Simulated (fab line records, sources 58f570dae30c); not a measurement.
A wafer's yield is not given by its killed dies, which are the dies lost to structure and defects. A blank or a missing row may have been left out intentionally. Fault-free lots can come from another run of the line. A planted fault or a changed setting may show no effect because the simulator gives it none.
Matching of chambers	flow berkeley cmos170	4 sister chambers for UCB170_CONTACT_ETCH_17 on rie diel-03
The step etches BARC in N2/H2. 4 wafers are shown with their chamber, then 8 later ones without.

== EACH WAFER AND ITS CHAMBER ==
wafer	chamber	throttle valve pct (%)
L522.2	3	13.52
L522.5	1	12.96
L522.6	0	13.24
L523.1	2	13.49

== WAFERS MISSING THEIR CHAMBER ==
wafer	throttle valve pct (%)
L523.2	13.24
L523.5	13.24
L526.2	13.49
L526.3	13.25
L526.6	13.47
L534.3	13.51
L534.5	13.51
L534.6	13.23

== CHAMBER TAKEN BY EACH ==
wafer	from the rows above	in truth
L523.2	0	0
L523.5	0	0
L526.2	2	2
L526.3	0	0
L526.6	2	2
L534.3	can't be placed: 3 or 2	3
L534.5	can't be placed: 3 or 2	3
L534.6	0	0
Correctly placed: 6 of 8. Not placeable from these rows: 2 (in 2, the candidates include the true chamber). Placed wrongly: 0.
How it was worked out, from the rows above alone: a wafer's distance from a chamber is the root of the sum, over the readings, of the square of ((its reading less the chamber's mean) divided by the reading's scatter). The wafer belongs to the nearest chamber; if the next one is less than 2 further off, it can't be placed. A chamber's mean is the mean of its shown wafers. The scatter (one wafer shown for each chamber): square how far every hidden wafer sits from the nearest shown wafer, average those squares and take the square root.
